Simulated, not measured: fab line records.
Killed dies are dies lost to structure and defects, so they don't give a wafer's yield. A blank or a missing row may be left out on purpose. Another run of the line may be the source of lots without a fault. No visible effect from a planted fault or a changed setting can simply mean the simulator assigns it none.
Which tool is to blame? / flow ritCmos / 6 lots with 18 wafers sampled at 2 steps, on a route of 202 steps

WHAT THE GAUGES SHOWED, per wafer
RIT_M1_RS_MEAS_01: measurement is done with a four-point probe.
lot=L422; measured=day 3 10:16; on=filmMetro-01; M1_AL_RS (ohm/sq)=0.0721 0.0727 0.0721
lot=L426; measured=day 4 06:34; on=filmMetro-02; M1_AL_RS (ohm/sq)=0.0733 0.0724 0.0732
lot=L428; measured=day 4 16:49; on=filmMetro-02; M1_AL_RS (ohm/sq)=0.0726 0.0731 0.0743
lot=L430; measured=day 5 03:16; on=filmMetro-01; M1_AL_RS (ohm/sq)=0.0737 0.0738 0.0733
lot=L433; measured=day 5 16:35; on=filmMetro-03; M1_AL_RS (ohm/sq)=0.0737 0.0731 0.0734
lot=L441; measured=day 7 10:30; on=filmMetro-01; M1_AL_RS (ohm/sq)=0.0754 0.0737 0.0754

TOOL THAT RAN EACH LOT (tool first, then ch and the chambers of the sampled wafers, then the start)
lot=L422; RIT_M1_SPUTTER_00=pvdSputter-02, day 3 09:59
lot=L426; RIT_M1_SPUTTER_00=pvdSputter-02, day 4 06:15
lot=L428; RIT_M1_SPUTTER_00=pvdSputter-02, day 4 16:28
lot=L430; RIT_M1_SPUTTER_00=pvdSputter-02, day 5 02:56
lot=L433; RIT_M1_SPUTTER_00=pvdSputter-02, day 5 16:17
lot=L441; RIT_M1_SPUTTER_00=pvdSputter-03, day 7 10:13
- RIT_M1_SPUTTER_00: material Al, target thk 400 nm, time 500 s.

THE ANSWER, worked out from the rows above alone
Rule: what is usual is taken from the lots themselves. Put in order of their means at a reading, lots are off if they are a third of the lots or fewer, leave a main group of 4 or more, and stand apart from it by a gap of 3 or more times the standard deviation of the main group's means; of several such gaps the widest counts. A main group is skipped when, at the precision printed for the reading in the tables above, its means are all equal. Also off: a lot with no number at a reading for which 4 or more lots have one. The other lots that the step has rows for count as sound.
No lot is off on any of the readings shown, so nothing can be concluded from this.

WHAT THE SIMULATOR PUT IN
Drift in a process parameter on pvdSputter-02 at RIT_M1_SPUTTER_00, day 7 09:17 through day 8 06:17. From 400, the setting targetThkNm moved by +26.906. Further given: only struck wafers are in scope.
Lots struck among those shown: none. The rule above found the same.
